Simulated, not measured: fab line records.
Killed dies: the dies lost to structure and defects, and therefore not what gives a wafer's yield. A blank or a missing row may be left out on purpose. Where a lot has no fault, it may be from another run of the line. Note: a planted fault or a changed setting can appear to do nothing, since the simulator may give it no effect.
fab line records / flow berkeley_cmos170
record: lots: 15 wafers: 45 last_day: 13
route steps=331 shown PWELL@46 ACTIVE@63
lots that met no fault: taken from a fault-free run of the same line
start_h: the number of hours between the record's first day and the start of the first shown wafer of the lot / wait_h: hours from the lot's prior step to this one / " unchanged from the row above / L1.1+2: a row that stands for several wafers / - no value, or no start given / * or withheld: withheld / < > ~ a bound
route shown NAME@n: names a module that has steps shown in the file, with the first one's number in the route / usual: mean and standard deviation over wafers with no fault / same: alike in all rows / chamber/n: place in a boat / sites: each site's reading / _std_site: standard deviation across them / _edge_site: mean of outer sites minus mean of inner sites / radius_mm: for every site, how far away it sits from the centre of the wafer / mask NAME#n: copy n / behind: tool/chamber where the wafer was last shaped / hold: reason for holding the lot/hours on hold/outcome of the hold / device: names the non-switching transistor (n, p or np) / end of line: the same wafers' tests at the end of the route / a step without rows: its recipe alone / killed: not the wafer's yield, but the dies lost to structure and defects at the first sort / map: a wafer's dies, x killed, . not, _ none there
set.NAME: the setting that was run; set.NAME@STEP: the one run at that earlier step / model.NAME: the simulator's own value behind a step, which no gauge read
one table for each step of the route and one row for each wafer, over a sample of lots
services: the hour from which a tool's chamber was out of use, counted from the record's first day as start_h (under 0 if before that day), plus the number of hours and why
== steps ==
step: UCB170_PWELL_DEVELOP_12
recipe: developer: TMAH develop_time_s: 45 resist: KrF dev_temp_c: 21
usual: chill_plate_temp_C: 22.99/0.097 develop_time_s: 45/0
lot.wafer=L214.1 tool=litho_track-04 chamber=0 start_h=58 wait_h=- chill_plate_temp_C=22.93 develop_time_s=45
lot.wafer=L214.2 tool=litho_track-04 chamber=0 start_h=58 wait_h=- chill_plate_temp_C=23.06 develop_time_s=45
lot.wafer=L214.5 tool=litho_track-04 chamber=0 start_h=58 wait_h=- chill_plate_temp_C=23.08 develop_time_s=45
lot.wafer=L216.2 tool=litho_track-03 chamber=0 start_h=65 wait_h=- chill_plate_temp_C=22.96 develop_time_s=45
lot.wafer=L216.3 tool=litho_track-03 chamber=0 start_h=65 wait_h=- chill_plate_temp_C=22.93 develop_time_s=45
lot.wafer=L216.6 tool=litho_track-03 chamber=0 start_h=65 wait_h=- chill_plate_temp_C=22.86 develop_time_s=45
lot.wafer=L215.1 tool=litho_track-02 chamber=0 start_h=65 wait_h=- chill_plate_temp_C=23.16 develop_time_s=45
lot.wafer=L215.4 tool=litho_track-02 chamber=0 start_h=65 wait_h=- chill_plate_temp_C=23.06 develop_time_s=45
lot.wafer=L215.6 tool=litho_track-02 chamber=0 start_h=65 wait_h=- chill_plate_temp_C=23.14 develop_time_s=45
lot.wafer=L218.1 tool=litho_track-02 chamber=0 start_h=80 wait_h=- chill_plate_temp_C=22.96 develop_time_s=45
lot.wafer=L218.2 tool=litho_track-02 chamber=0 start_h=80 wait_h=- chill_plate_temp_C=22.95 develop_time_s=45
lot.wafer=L218.6 tool=litho_track-02 chamber=0 start_h=80 wait_h=- chill_plate_temp_C=22.86 develop_time_s=45
lot.wafer=L217.2 tool=litho_track-02 chamber=0 start_h=81 wait_h=- chill_plate_temp_C=22.95 develop_time_s=45
lot.wafer=L217.3 tool=litho_track-02 chamber=0 start_h=81 wait_h=- chill_plate_temp_C=22.96 develop_time_s=45
lot.wafer=L217.5 tool=litho_track-02 chamber=0 start_h=81 wait_h=- chill_plate_temp_C=23.06 develop_time_s=45
lot.wafer=L220.1 tool=litho_track-03 chamber=0 start_h=91 wait_h=- chill_plate_temp_C=22.87 develop_time_s=45
lot.wafer=L220.2 tool=litho_track-03 chamber=0 start_h=91 wait_h=- chill_plate_temp_C=23.05 develop_time_s=45
lot.wafer=L220.4 tool=litho_track-03 chamber=0 start_h=91 wait_h=- chill_plate_temp_C=23.03 develop_time_s=45
lot.wafer=L222.1 tool=litho_track-02 chamber=0 start_h=97 wait_h=- chill_plate_temp_C=23.06 develop_time_s=45
lot.wafer=L222.2 tool=litho_track-02 chamber=0 start_h=97 wait_h=- chill_plate_temp_C=22.94 develop_time_s=45
lot.wafer=L222.6 tool=litho_track-02 chamber=0 start_h=97 wait_h=- chill_plate_temp_C=22.85 develop_time_s=45
lot.wafer=L224.1 tool=litho_track-02 chamber=0 start_h=108 wait_h=- chill_plate_temp_C=23.10 develop_time_s=45
lot.wafer=L224.4 tool=litho_track-02 chamber=0 start_h=108 wait_h=- chill_plate_temp_C=22.90 develop_time_s=45
lot.wafer=L224.6 tool=litho_track-02 chamber=0 start_h=108 wait_h=- chill_plate_temp_C=23.12 develop_time_s=45
lot.wafer=L225.1 tool=litho_track-03 chamber=0 start_h=118 wait_h=- chill_plate_temp_C=22.88 develop_time_s=45
lot.wafer=L225.3 tool=litho_track-03 chamber=0 start_h=118 wait_h=- chill_plate_temp_C=22.92 develop_time_s=45
lot.wafer=L225.6 tool=litho_track-03 chamber=0 start_h=118 wait_h=- chill_plate_temp_C=22.82 develop_time_s=45
lot.wafer=L230.2 tool=litho_track-03 chamber=0 start_h=132 wait_h=- chill_plate_temp_C=23.15 develop_time_s=45
lot.wafer=L230.4 tool=litho_track-03 chamber=0 start_h=132 wait_h=- chill_plate_temp_C=23.09 develop_time_s=45
lot.wafer=L230.5 tool=litho_track-03 chamber=0 start_h=132 wait_h=- chill_plate_temp_C=23.14 develop_time_s=45
lot.wafer=L231.3 tool=litho_track-03 chamber=- start_h=145 wait_h=- chill_plate_temp_C=- develop_time_s=-
lot.wafer=L231.4 tool=litho_track-03 chamber=- start_h=145 wait_h=- chill_plate_temp_C=- develop_time_s=-
lot.wafer=L231.5 tool=litho_track-03 chamber=- start_h=145 wait_h=- chill_plate_temp_C=- develop_time_s=-
lot.wafer=L232.1 tool=litho_track-03 chamber=- start_h=145 wait_h=- chill_plate_temp_C=- develop_time_s=-
lot.wafer=L232.4 tool=litho_track-03 chamber=- start_h=145 wait_h=- chill_plate_temp_C=- develop_time_s=-
lot.wafer=L232.6 tool=litho_track-03 chamber=- start_h=145 wait_h=- chill_plate_temp_C=- develop_time_s=-
lot.wafer=L233.3 tool=litho_track-03 chamber=- start_h=155 wait_h=- chill_plate_temp_C=- develop_time_s=-
lot.wafer=L233.4 tool=litho_track-03 chamber=- start_h=155 wait_h=- chill_plate_temp_C=- develop_time_s=-
lot.wafer=L233.6 tool=litho_track-03 chamber=- start_h=155 wait_h=- chill_plate_temp_C=- develop_time_s=-
lot.wafer=L236.2 tool=litho_track-02 chamber=0 start_h=163 wait_h=- chill_plate_temp_C=23.16 develop_time_s=45
lot.wafer=L236.4 tool=litho_track-02 chamber=0 start_h=163 wait_h=- chill_plate_temp_C=22.88 develop_time_s=45
lot.wafer=L236.6 tool=litho_track-02 chamber=0 start_h=163 wait_h=- chill_plate_temp_C=22.97 develop_time_s=45
lot.wafer=L237.4 tool=litho_track-03 chamber=0 start_h=172 wait_h=- chill_plate_temp_C=22.88 develop_time_s=45
lot.wafer=L237.5 tool=litho_track-03 chamber=0 start_h=172 wait_h=- chill_plate_temp_C=22.86 develop_time_s=45
lot.wafer=L237.6 tool=litho_track-03 chamber=0 start_h=172 wait_h=- chill_plate_temp_C=22.85 develop_time_s=45
step: UCB170_ACTIVE_THK_MEAS_03
recipe: reads: SiO2_of_ACTIVE_OXIDATION_02
usual: ACTIVE_OXIDE_THK: 26.5/0.47
lot.wafer=L214.1 tool=film_metro-03 chamber=- start_h=83.16 wait_h=0.0 ACTIVE_OXIDE_THK[nm]=27.0
lot.wafer=L214.2 tool=film_metro-03 chamber=- start_h=83.16 wait_h=0.0 ACTIVE_OXIDE_THK[nm]=26.5
lot.wafer=L214.5 tool=film_metro-03 chamber=- start_h=83.16 wait_h=0.0 ACTIVE_OXIDE_THK[nm]=26.6
lot.wafer=L215.1 tool=film_metro-03 chamber=- start_h=91.33 wait_h=0.0 ACTIVE_OXIDE_THK[nm]=26.6
lot.wafer=L215.4 tool=film_metro-03 chamber=- start_h=91.33 wait_h=0.0 ACTIVE_OXIDE_THK[nm]=26.5
lot.wafer=L215.6 tool=film_metro-03 chamber=- start_h=91.33 wait_h=0.0 ACTIVE_OXIDE_THK[nm]=27.0
lot.wafer=L216.2 tool=film_metro-02 chamber=- start_h=91.34 wait_h=0.0 ACTIVE_OXIDE_THK[nm]=27.0
lot.wafer=L216.3 tool=film_metro-02 chamber=- start_h=91.34 wait_h=0.0 ACTIVE_OXIDE_THK[nm]=27.2
lot.wafer=L216.6 tool=film_metro-02 chamber=- start_h=91.34 wait_h=0.0 ACTIVE_OXIDE_THK[nm]=27.0
lot.wafer=L218.1 tool=film_metro-03 chamber=- start_h=107.85 wait_h=0.0 ACTIVE_OXIDE_THK[nm]=27.4
lot.wafer=L218.2 tool=film_metro-03 chamber=- start_h=107.85 wait_h=0.0 ACTIVE_OXIDE_THK[nm]=26.6
lot.wafer=L218.6 tool=film_metro-03 chamber=- start_h=107.85 wait_h=0.0 ACTIVE_OXIDE_THK[nm]=27.0
lot.wafer=L217.2 tool=film_metro-02 chamber=- start_h=107.86 wait_h=0.0 ACTIVE_OXIDE_THK[nm]=26.4
lot.wafer=L217.3 tool=film_metro-02 chamber=- start_h=107.86 wait_h=0.0 ACTIVE_OXIDE_THK[nm]=26.6
lot.wafer=L217.5 tool=film_metro-02 chamber=- start_h=107.86 wait_h=0.0 ACTIVE_OXIDE_THK[nm]=26.7
lot.wafer=L220.1 tool=film_metro-03 chamber=- start_h=116.55 wait_h=0.0 ACTIVE_OXIDE_THK[nm]=26.9
lot.wafer=L220.2 tool=film_metro-03 chamber=- start_h=116.55 wait_h=0.0 ACTIVE_OXIDE_THK[nm]=26.9
lot.wafer=L220.4 tool=film_metro-03 chamber=- start_h=116.55 wait_h=0.0 ACTIVE_OXIDE_THK[nm]=26.8
lot.wafer=L222.1 tool=film_metro-02 chamber=- start_h=122.65 wait_h=0.0 ACTIVE_OXIDE_THK[nm]=26.3
lot.wafer=L222.2 tool=film_metro-02 chamber=- start_h=122.65 wait_h=0.0 ACTIVE_OXIDE_THK[nm]=26.2
lot.wafer=L222.6 tool=film_metro-02 chamber=- start_h=122.65 wait_h=0.0 ACTIVE_OXIDE_THK[nm]=26.6
lot.wafer=L224.1 tool=film_metro-01 chamber=- start_h=129.35 wait_h=0.0 ACTIVE_OXIDE_THK[nm]=25.6
lot.wafer=L224.4 tool=film_metro-01 chamber=- start_h=129.35 wait_h=0.0 ACTIVE_OXIDE_THK[nm]=26.2
lot.wafer=L224.6 tool=film_metro-01 chamber=- start_h=129.35 wait_h=0.0 ACTIVE_OXIDE_THK[nm]=26.1
lot.wafer=L225.1 tool=film_metro-03 chamber=- start_h=143.63 wait_h=0.0 ACTIVE_OXIDE_THK[nm]=26.7
lot.wafer=L225.3 tool=film_metro-03 chamber=- start_h=143.63 wait_h=0.0 ACTIVE_OXIDE_THK[nm]=26.5
lot.wafer=L225.6 tool=film_metro-03 chamber=- start_h=143.63 wait_h=0.0 ACTIVE_OXIDE_THK[nm]=26.8
lot.wafer=L230.2 tool=film_metro-01 chamber=- start_h=155.47 wait_h=0.0 ACTIVE_OXIDE_THK[nm]=26.4
lot.wafer=L230.4 tool=film_metro-01 chamber=- start_h=155.47 wait_h=0.0 ACTIVE_OXIDE_THK[nm]=26.0
lot.wafer=L230.5 tool=film_metro-01 chamber=- start_h=155.47 wait_h=0.0 ACTIVE_OXIDE_THK[nm]=25.8
lot.wafer=L236.2 tool=film_metro-03 chamber=- start_h=190.15 wait_h=0.0 ACTIVE_OXIDE_THK[nm]=26.6
lot.wafer=L236.4 tool=film_metro-03 chamber=- start_h=190.15 wait_h=0.0 ACTIVE_OXIDE_THK[nm]=27.2
lot.wafer=L236.6 tool=film_metro-03 chamber=- start_h=190.15 wait_h=0.0 ACTIVE_OXIDE_THK[nm]=27.2
lot.wafer=L237.4 tool=film_metro-02 chamber=- start_h=199.86 wait_h=0.0 ACTIVE_OXIDE_THK[nm]=26.6
lot.wafer=L237.5 tool=film_metro-02 chamber=- start_h=199.86 wait_h=0.0 ACTIVE_OXIDE_THK[nm]=26.6
lot.wafer=L237.6 tool=film_metro-02 chamber=- start_h=199.86 wait_h=0.0 ACTIVE_OXIDE_THK[nm]=26.6
step: UCB170_ACTIVE_OVL_MEAS_14
usual: ACTIVE_OVL: 1/6
lot.wafer=L214.1 tool=overlay-01 chamber=- start_h=93.06 wait_h=0.1 ACTIVE_OVL[nm]=0
lot.wafer=L214.2 tool=overlay-01 chamber=- start_h=93.06 wait_h=0.1 ACTIVE_OVL[nm]=10
lot.wafer=L214.5 tool=overlay-01 chamber=- start_h=93.06 wait_h=0.1 ACTIVE_OVL[nm]=5
lot.wafer=L215.1 tool=overlay-01 chamber=- start_h=100.92 wait_h=0.1 ACTIVE_OVL[nm]=-2
lot.wafer=L215.4 tool=overlay-01 chamber=- start_h=100.92 wait_h=0.1 ACTIVE_OVL[nm]=4
lot.wafer=L215.6 tool=overlay-01 chamber=- start_h=100.92 wait_h=0.1 ACTIVE_OVL[nm]=-5
lot.wafer=L216.2 tool=overlay-01 chamber=- start_h=101.20 wait_h=0.1 ACTIVE_OVL[nm]=7
lot.wafer=L216.3 tool=overlay-01 chamber=- start_h=101.20 wait_h=0.1 ACTIVE_OVL[nm]=1
lot.wafer=L216.6 tool=overlay-01 chamber=- start_h=101.20 wait_h=0.1 ACTIVE_OVL[nm]=5
lot.wafer=L217.2 tool=overlay-01 chamber=- start_h=118.52 wait_h=0.1 ACTIVE_OVL[nm]=-7
lot.wafer=L217.3 tool=overlay-01 chamber=- start_h=118.52 wait_h=0.1 ACTIVE_OVL[nm]=3
lot.wafer=L217.5 tool=overlay-01 chamber=- start_h=118.52 wait_h=0.1 ACTIVE_OVL[nm]=-10
lot.wafer=L218.1 tool=overlay-02 chamber=- start_h=118.79 wait_h=0.1 ACTIVE_OVL[nm]=-1
lot.wafer=L218.2 tool=overlay-02 chamber=- start_h=118.79 wait_h=0.1 ACTIVE_OVL[nm]=3
lot.wafer=L218.6 tool=overlay-02 chamber=- start_h=118.79 wait_h=0.1 ACTIVE_OVL[nm]=7
lot.wafer=L220.1 tool=overlay-01 chamber=- start_h=125.25 wait_h=0.1 ACTIVE_OVL[nm]=-3
lot.wafer=L220.2 tool=overlay-01 chamber=- start_h=125.25 wait_h=0.1 ACTIVE_OVL[nm]=2
lot.wafer=L220.4 tool=overlay-01 chamber=- start_h=125.25 wait_h=0.1 ACTIVE_OVL[nm]=0
lot.wafer=L222.1 tool=overlay-01 chamber=- start_h=132.00 wait_h=0.1 ACTIVE_OVL[nm]=11
lot.wafer=L222.2 tool=overlay-01 chamber=- start_h=132.00 wait_h=0.1 ACTIVE_OVL[nm]=7
lot.wafer=L222.6 tool=overlay-01 chamber=- start_h=132.00 wait_h=0.1 ACTIVE_OVL[nm]=8
lot.wafer=L224.1 tool=overlay-02 chamber=- start_h=137.96 wait_h=0.1 ACTIVE_OVL[nm]=7
lot.wafer=L224.4 tool=overlay-02 chamber=- start_h=137.96 wait_h=0.1 ACTIVE_OVL[nm]=3
lot.wafer=L224.6 tool=overlay-02 chamber=- start_h=137.96 wait_h=0.1 ACTIVE_OVL[nm]=4
lot.wafer=L225.1 tool=overlay-02 chamber=- start_h=151.59 wait_h=0.1 ACTIVE_OVL[nm]=18
lot.wafer=L225.3 tool=overlay-02 chamber=- start_h=151.59 wait_h=0.1 ACTIVE_OVL[nm]=7
lot.wafer=L225.6 tool=overlay-02 chamber=- start_h=151.59 wait_h=0.1 ACTIVE_OVL[nm]=13
lot.wafer=L230.2 tool=overlay-01 chamber=- start_h=166.84 wait_h=0.1 ACTIVE_OVL[nm]=-6
lot.wafer=L230.4 tool=overlay-01 chamber=- start_h=166.84 wait_h=0.1 ACTIVE_OVL[nm]=-6
lot.wafer=L230.5 tool=overlay-01 chamber=- start_h=166.84 wait_h=0.1 ACTIVE_OVL[nm]=-7
lot.wafer=L236.2 tool=overlay-01 chamber=- start_h=203.06 wait_h=0.1 ACTIVE_OVL[nm]=13
lot.wafer=L236.4 tool=overlay-01 chamber=- start_h=203.06 wait_h=0.1 ACTIVE_OVL[nm]=14
lot.wafer=L236.6 tool=overlay-01 chamber=- start_h=203.06 wait_h=0.1 ACTIVE_OVL[nm]=11
lot.wafer=L237.4 tool=overlay-02 chamber=- start_h=210.82 wait_h=0.1 ACTIVE_OVL[nm]=3
lot.wafer=L237.5 tool=overlay-02 chamber=- start_h=210.82 wait_h=0.1 ACTIVE_OVL[nm]=3
lot.wafer=L237.6 tool=overlay-02 chamber=- start_h=210.82 wait_h=0.1 ACTIVE_OVL[nm]=2
step: UCB170_ACTIVE_ETCH_15
recipe: chemistry: CH3F/Ar/O2 target: Si3N4 stop_on: SiO2 CH3F_flow_sccm: 20 Ar_flow_sccm: 50 O2_flow_sccm: 7 pressure_mtorr: 50 rf_w: 450 target_depth_a: 2420 over_etch_frac: 0.1 time_s: 151
usual: drypump_motor_current_A: 5.7/0.43 oes_product_au: 0.939/0.014 throttle_valve_pct: 8.08/0.13
lot.wafer=L214.1 tool=rie_diel-03 chamber=0 start_h=93.09 wait_h=0.0 drypump_motor_current_A=4.7 oes_product_au=0.951 rf_hours_counter_h=135 throttle_valve_pct=7.96
lot.wafer=L214.2 tool=rie_diel-03 chamber=2 start_h=93.09 wait_h=0.0 drypump_motor_current_A=5.2 oes_product_au=0.939 rf_hours_counter_h=15 throttle_valve_pct=8.30
lot.wafer=L214.5 tool=rie_diel-03 chamber=2 start_h=93.09 wait_h=0.0 drypump_motor_current_A=5.3 oes_product_au=0.957 rf_hours_counter_h=- throttle_valve_pct=8.30
lot.wafer=L215.1 tool=rie_diel-04 chamber=1 start_h=100.95 wait_h=0.0 drypump_motor_current_A=6.0 oes_product_au=0.926 rf_hours_counter_h=31 throttle_valve_pct=8.04
lot.wafer=L215.4 tool=rie_diel-04 chamber=3 start_h=100.95 wait_h=0.0 drypump_motor_current_A=5.4 oes_product_au=0.920 rf_hours_counter_h=12 throttle_valve_pct=8.06
lot.wafer=L215.6 tool=rie_diel-04 chamber=0 start_h=100.95 wait_h=0.0 drypump_motor_current_A=6.1 oes_product_au=0.931 rf_hours_counter_h=- throttle_valve_pct=8.09
lot.wafer=L216.2 tool=rie_diel-03 chamber=0 start_h=101.23 wait_h=0.0 drypump_motor_current_A=4.7 oes_product_au=0.954 rf_hours_counter_h=136 throttle_valve_pct=7.97
lot.wafer=L216.3 tool=rie_diel-03 chamber=1 start_h=101.23 wait_h=0.0 drypump_motor_current_A=5.5 oes_product_au=0.936 rf_hours_counter_h=27 throttle_valve_pct=7.98
lot.wafer=L216.6 tool=rie_diel-03 chamber=1 start_h=101.23 wait_h=0.0 drypump_motor_current_A=5.5 oes_product_au=0.938 rf_hours_counter_h=- throttle_valve_pct=7.98
lot.wafer=L217.2 tool=rie_diel-03 chamber=2 start_h=118.55 wait_h=0.0 drypump_motor_current_A=5.2 oes_product_au=0.962 rf_hours_counter_h=17 throttle_valve_pct=8.31
lot.wafer=L217.3 tool=rie_diel-03 chamber=0 start_h=118.55 wait_h=0.0 drypump_motor_current_A=4.7 oes_product_au=0.968 rf_hours_counter_h=137 throttle_valve_pct=7.96
lot.wafer=L217.5 tool=rie_diel-03 chamber=1 start_h=118.55 wait_h=0.0 drypump_motor_current_A=5.5 oes_product_au=0.942 rf_hours_counter_h=- throttle_valve_pct=7.97
lot.wafer=L218.1 tool=rie_diel-01 chamber=2 start_h=118.82 wait_h=0.0 drypump_motor_current_A=6.0 oes_product_au=0.923 rf_hours_counter_h=55 throttle_valve_pct=7.90
lot.wafer=L218.2 tool=rie_diel-01 chamber=0 start_h=118.82 wait_h=0.0 drypump_motor_current_A=5.5 oes_product_au=0.911 rf_hours_counter_h=69 throttle_valve_pct=8.24
lot.wafer=L218.6 tool=rie_diel-01 chamber=0 start_h=118.82 wait_h=0.0 drypump_motor_current_A=5.5 oes_product_au=0.917 rf_hours_counter_h=- throttle_valve_pct=8.25
lot.wafer=L220.1 tool=rie_diel-03 chamber=0 start_h=125.28 wait_h=0.0 drypump_motor_current_A=4.8 oes_product_au=0.952 rf_hours_counter_h=137 throttle_valve_pct=7.95
lot.wafer=L220.2 tool=rie_diel-03 chamber=1 start_h=125.28 wait_h=0.0 drypump_motor_current_A=5.6 oes_product_au=0.948 rf_hours_counter_h=28 throttle_valve_pct=7.97
lot.wafer=L220.4 tool=rie_diel-03 chamber=1 start_h=125.28 wait_h=0.0 drypump_motor_current_A=5.6 oes_product_au=0.944 rf_hours_counter_h=- throttle_valve_pct=7.98
lot.wafer=L222.1 tool=rie_diel-04 chamber=1 start_h=132.03 wait_h=0.0 drypump_motor_current_A=6.0 oes_product_au=0.920 rf_hours_counter_h=33 throttle_valve_pct=8.02
lot.wafer=L222.2 tool=rie_diel-04 chamber=3 start_h=132.03 wait_h=0.0 drypump_motor_current_A=5.4 oes_product_au=0.921 rf_hours_counter_h=13 throttle_valve_pct=8.07
lot.wafer=L222.6 tool=rie_diel-04 chamber=1 start_h=132.03 wait_h=0.0 drypump_motor_current_A=6.0 oes_product_au=0.923 rf_hours_counter_h=- throttle_valve_pct=8.02
lot.wafer=L224.1 tool=rie_diel-03 chamber=1 start_h=138.00 wait_h=0.0 drypump_motor_current_A=5.5 oes_product_au=0.938 rf_hours_counter_h=28 throttle_valve_pct=7.99
lot.wafer=L224.4 tool=rie_diel-03 chamber=1 start_h=138.00 wait_h=0.0 drypump_motor_current_A=5.6 oes_product_au=0.934 rf_hours_counter_h=- throttle_valve_pct=7.98
lot.wafer=L224.6 tool=rie_diel-03 chamber=2 start_h=138.00 wait_h=0.0 drypump_motor_current_A=5.2 oes_product_au=0.941 rf_hours_counter_h=- throttle_valve_pct=8.29
lot.wafer=L225.1 tool=rie_diel-01 chamber=0 start_h=151.62 wait_h=0.0 drypump_motor_current_A=5.5 oes_product_au=0.926 rf_hours_counter_h=71 throttle_valve_pct=8.26
lot.wafer=L225.3 tool=rie_diel-01 chamber=3 start_h=151.62 wait_h=0.0 drypump_motor_current_A=5.9 oes_product_au=0.966 rf_hours_counter_h=60 throttle_valve_pct=8.02
lot.wafer=L225.6 tool=rie_diel-01 chamber=3 start_h=151.62 wait_h=0.0 drypump_motor_current_A=5.9 oes_product_au=0.951 rf_hours_counter_h=- throttle_valve_pct=8.05
lot.wafer=L230.2 tool=rie_diel-04 chamber=0 start_h=166.87 wait_h=0.0 drypump_motor_current_A=6.1 oes_product_au=0.931 rf_hours_counter_h=14 throttle_valve_pct=8.07
lot.wafer=L230.4 tool=rie_diel-04 chamber=2 start_h=166.87 wait_h=0.0 drypump_motor_current_A=6.0 oes_product_au=0.937 rf_hours_counter_h=127 throttle_valve_pct=8.27
lot.wafer=L230.5 tool=rie_diel-04 chamber=0 start_h=166.87 wait_h=0.0 drypump_motor_current_A=6.1 oes_product_au=0.928 rf_hours_counter_h=- throttle_valve_pct=8.06
lot.wafer=L236.2 tool=rie_diel-03 chamber=2 start_h=203.09 wait_h=0.0 drypump_motor_current_A=5.2 oes_product_au=0.940 rf_hours_counter_h=21 throttle_valve_pct=8.30
lot.wafer=L236.4 tool=rie_diel-03 chamber=0 start_h=203.09 wait_h=0.0 drypump_motor_current_A=4.7 oes_product_au=0.956 rf_hours_counter_h=139 throttle_valve_pct=7.96
lot.wafer=L236.6 tool=rie_diel-03 chamber=2 start_h=203.09 wait_h=0.0 drypump_motor_current_A=5.2 oes_product_au=0.948 rf_hours_counter_h=- throttle_valve_pct=8.30
lot.wafer=L237.4 tool=rie_diel-04 chamber=3 start_h=210.84 wait_h=0.0 drypump_motor_current_A=5.4 oes_product_au=0.923 rf_hours_counter_h=16 throttle_valve_pct=8.06
lot.wafer=L237.5 tool=rie_diel-04 chamber=1 start_h=210.84 wait_h=0.0 drypump_motor_current_A=6.0 oes_product_au=0.923 rf_hours_counter_h=- throttle_valve_pct=8.01
lot.wafer=L237.6 tool=rie_diel-04 chamber=2 start_h=210.84 wait_h=0.0 drypump_motor_current_A=6.0 oes_product_au=0.941 rf_hours_counter_h=- throttle_valve_pct=8.27
== services ==
tool=rie_diel-03 chamber=3 start_h=37.62 hours=90.6 kind=repair
tool=rie_diel-03 chamber=2 start_h=62.80 hours=12.0 kind=repair
tool=rie_diel-04 chamber=3 start_h=68.25 hours=2.9 kind=repair
tool=rie_diel-03 chamber=- start_h=77.58 hours=0.3 kind=repair
tool=rie_diel-01 chamber=0 start_h=112.05 hours=5.3 kind=repair
tool=rie_diel-01 chamber=2 start_h=123.53 hours=2.4 kind=repair
tool=rie_diel-03 chamber=0 start_h=136.12 hours=20.5 kind=repair
tool=rie_diel-04 chamber=0 start_h=193.07 hours=7.6 kind=repair
== key ==
first_sign: step: UCB170_PWELL_DEVELOP_12 reading: tool_record direction: missing
effect none on later readings
met_at UCB170_PWELL_DEVELOP_12
struck_lots L231,L232,L233
later_rows_left_out L231.3,L231.4,L231.5,L232.1,L232.4,L232.6,L233.3,L233.4,L233.6
sort_left_out L231.3,L231.4,L231.5,L232.1,L232.4,L232.6,L233.3,L233.4,L233.6
tester_left_out L231,L232,L233
not_acting_at UCB170_ACTIVE_THK_MEAS_03,UCB170_ACTIVE_OVL_MEAS_14,UCB170_ACTIVE_ETCH_15
onset_between 132 145
fault: kind: skipped_step_whole tool: litho_track-03 chamber: - onset_h: 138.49 steps: UCB170_PWELL_DEVELOP_12 scope: struck_lots_only
tester_left_out: of these lots the tester's yield and bins aren't shown, on N5 and GAA mostly nor the transistor test; their killed dies are dies lost to structure and defects alone, not to doping, threshold or leakage, so they don't give the yield
sort_left_out: the simulated sort isn't trusted on such a fault, so these wafers' sort isn't shown, and their yield isn't known
later_rows_left_out: the simulator's readings of these wafers behind a module that went badly wrong aren't trusted and aren't shown, but for the sort
